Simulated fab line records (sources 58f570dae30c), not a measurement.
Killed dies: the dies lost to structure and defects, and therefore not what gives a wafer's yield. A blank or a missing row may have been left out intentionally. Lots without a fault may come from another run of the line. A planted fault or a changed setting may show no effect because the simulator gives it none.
Which tool was responsible? / flow berkeley-cmos170 / 8 lots, 24 wafers sampled, at 2 steps of a route of 331

WHAT THE GAUGES READ, wafer by wafer
UCB170_V1_THK_MEAS_01.
lot=L880; measured=day 7 21:08; on=film-metro-04; V1_TEOS_THK (nm)=1956 2020 1991
lot=L883; measured=day 7 21:19; on=film-metro-04; V1_TEOS_THK (nm)=1989 2071 2017
lot=L885; measured=day 8 10:20; on=film-metro-03; V1_TEOS_THK (nm)=1998 1998 2007
lot=L890; measured=day 10 00:47; on=film-metro-01; V1_TEOS_THK (nm)=1985 1987 2004
lot=L894; measured=day 10 14:22; on=film-metro-03; V1_TEOS_THK (nm)=1550 1568 1570
lot=L896; measured=day 10 14:22; on=film-metro-04; V1_TEOS_THK (nm)=1978 1982 2036
lot=L897; measured=day 11 12:47; on=film-metro-04; V1_TEOS_THK (nm)=1971 2008 2003
lot=L902; measured=day 11 13:05; on=film-metro-03; V1_TEOS_THK (nm)=2001 2030 2039

EACH LOT AND THE TOOL THAT RAN IT (in order: tool; ch and the chambers of the sampled wafers; start)
lot=L880; UCB170_V1_CVD_00=pecvd-04 ch 0,1, day 7 20:59
lot=L883; UCB170_V1_CVD_00=pecvd-02 ch 0,2, day 7 21:08
lot=L885; UCB170_V1_CVD_00=pecvd-04 ch 1,2, day 8 10:10
lot=L890; UCB170_V1_CVD_00=pecvd-01 ch 1,2, day 10 00:37
lot=L894; UCB170_V1_CVD_00=pecvd-04 ch 0,1,2, day 10 14:13
lot=L896; UCB170_V1_CVD_00=pecvd-02 ch 0,1, day 10 14:13
lot=L897; UCB170_V1_CVD_00=pecvd-01 ch 0,1,2, day 11 12:37
lot=L902; UCB170_V1_CVD_00=pecvd-01 ch 0,1, day 11 12:55
- UCB170_V1_CVD_00: deposits SiO2 from TEOS/O2, target thk 2000 nm, time 250 s.

THE ANSWER, worked out from the rows above alone
Rule: what is usual is taken from the lots themselves. Put in order of their means at a reading, lots are off if they are a third of the lots or fewer, leave a main group of 4 or more, and stand apart from it by a gap of 3 or more times the standard deviation of the main group's means; of several such gaps the widest counts. Not used: any main group whose means are identical at the precision the tables above print for the reading. Also off: a lot with no number at a reading for which 4 or more lots have one. Any other lot the step has rows for is counted as sound.
Off: L894, at UCB170_V1_THK_MEAS_01 (V1_TEOS_THK). Mean 2003 nm and standard deviation 14 in the main group.
If a tool, at a process step before that reading, ran all the lots that are off and no sound lot after the first of them, it fits. The gauges at UCB170_V1_THK_MEAS_01 are tried like those tools. One fits: UCB170_V1_CVD_00 on pecvd-04. A fault onset in the window from L885 (day 8 10:10, its last sound lot) to L894 (day 10 14:13, its first lot off) fits.

WHAT HAD BEEN PUT IN BY THE SIMULATOR
Site profile drift: pecvd-04, from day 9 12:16 on, at UCB170_V1_CVD_00. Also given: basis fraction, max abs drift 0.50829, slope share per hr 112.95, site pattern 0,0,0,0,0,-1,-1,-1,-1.
Lots struck among those shown: L894. The rule above found the same.
